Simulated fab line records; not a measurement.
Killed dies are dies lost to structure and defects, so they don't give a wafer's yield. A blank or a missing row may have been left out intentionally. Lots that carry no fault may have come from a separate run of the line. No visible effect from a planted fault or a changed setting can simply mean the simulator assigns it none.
Check for tools in common	flow rit_cmos	Sampled: 14 lots, 42 wafers

REASON FOR OPENING
Of 14 lots, 2 have the reading PLDD_RS flagged at RIT_SDANNEAL_RS_MEAS_06. No-fault wafers: 178.5 ohm/sq, standard deviation 0.44.
Rule: a lot is flagged when every wafer of it that has a number lies more than 4 standard deviations from that mean, or none has a number. As for the other lots, they are considered sound.

lot	measured	on	PLDD_RS (ohm/sq), wafer by wafer	flag
L228	day 3 13:12	film_metro-02	178.8 178.4 178.2	
L229	day 4 02:11	film_metro-02	178.5 178.5 178.4	
L230	day 4 15:05	film_metro-03	177.9 178.1 177.7	
L231	day 4 18:49	film_metro-03	178.3 177.9 178.3	
L232	day 4 21:20	film_metro-03	178.4 178.0 178.2	
L233	day 5 03:34	film_metro-03	178.9 179.5 178.9	
L236	day 5 22:32	film_metro-02	178.7 178.7 178.6	
L238	day 6 02:24	film_metro-03	178.7 178.6 179.6	
L237	day 6 06:53	film_metro-01	178.3 178.2 178.4	
L239	day 6 07:12	film_metro-03	178.0 178.9 178.7	
L242	day 6 15:41	film_metro-01	178.6 179.2 179.6	
L246	day 7 07:15	film_metro-02	169.5 169.0 168.6	FLAGGED
L248	day 7 13:05	film_metro-03	168.5 168.3 168.6	FLAGGED
L249	day 7 15:20	film_metro-01	177.9 177.9 178.1	
The numbers of the flagged lots are 168.8 ohm/sq on average: -9.8 ohm/sq against the usual, or -22 standard deviations.

TOOL THAT RAN EACH LOT
The record holds 1 process step before the reading, out of a route of 202 steps. Each cell gives the tool, then ch followed by the chambers the sampled wafers passed through, then the start.
lot	flag	RIT_PLDD_IMPLANT_08
L228		implanter-01 ch 0, day 3 06:40
L229		implanter-03 ch 0, day 3 19:40
L230		implanter-01 ch 0, day 4 08:12
L231		implanter-02 ch 0, day 4 12:09
L232		implanter-03 ch 0, day 4 14:44
L233		implanter-02 ch 0, day 4 20:35
L236		implanter-02 ch 0, day 5 14:56
L238		implanter-01 ch 0, day 5 19:42
L237		implanter-02 ch 0, day 5 22:40
L239		implanter-03 ch 0, day 5 22:21
L242		implanter-01 ch 0, day 6 08:16
L246	FLAGGED	implanter-02 ch 0, day 6 22:55
L248	FLAGGED	implanter-02 ch 0, day 7 06:32
L249		implanter-01 ch 0, day 7 08:44
These steps, and what they do:
- RIT_PLDD_IMPLANT_08
- RIT_SDANNEAL_RS_MEAS_06: measures by four-point-probe.

FLAGGED AGAINST TOTAL, ONE TOOL AT A TIME (gauges that did the reading follow at the end)
step	tool	lots run	flagged	share of the flagged lots	sound lots run after its first flagged lot
RIT_PLDD_IMPLANT_08	implanter-01	5	0	none	-
RIT_PLDD_IMPLANT_08	implanter-02	6	2	all	0
RIT_PLDD_IMPLANT_08	implanter-03	3	0	none	-
RIT_SDANNEAL_RS_MEAS_06	film_metro-01	3	0	none	-
RIT_SDANNEAL_RS_MEAS_06	film_metro-02	4	1	some	0
RIT_SDANNEAL_RS_MEAS_06	film_metro-03	7	1	some	0

THE TABLE: WHAT IT ALLOWS
In the table, 1 row covers all flagged lots: implanter-02 at RIT_PLDD_IMPLANT_08.
- implanter-02 at RIT_PLDD_IMPLANT_08 ran 6 lots, 2 of them flagged. It ran its last sound lot, L237, at day 5 22:40 and its first flagged lot, L246, at day 6 22:55: a fault with its onset between the two fits. Its own readings lie more than 4 standard deviations out on every wafer of the flagged lots: dose_ions_cm2, faraday_current_uA.
Left over: one tool, implanter-02 at RIT_PLDD_IMPLANT_08.

WHAT WAS PUT IN BY THE SIMULATOR
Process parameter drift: implanter-02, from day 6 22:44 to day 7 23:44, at RIT_PLDD_IMPLANT_08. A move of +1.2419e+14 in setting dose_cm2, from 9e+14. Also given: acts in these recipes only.
Struck lots among those shown: L246, L248. The rule above found the same.
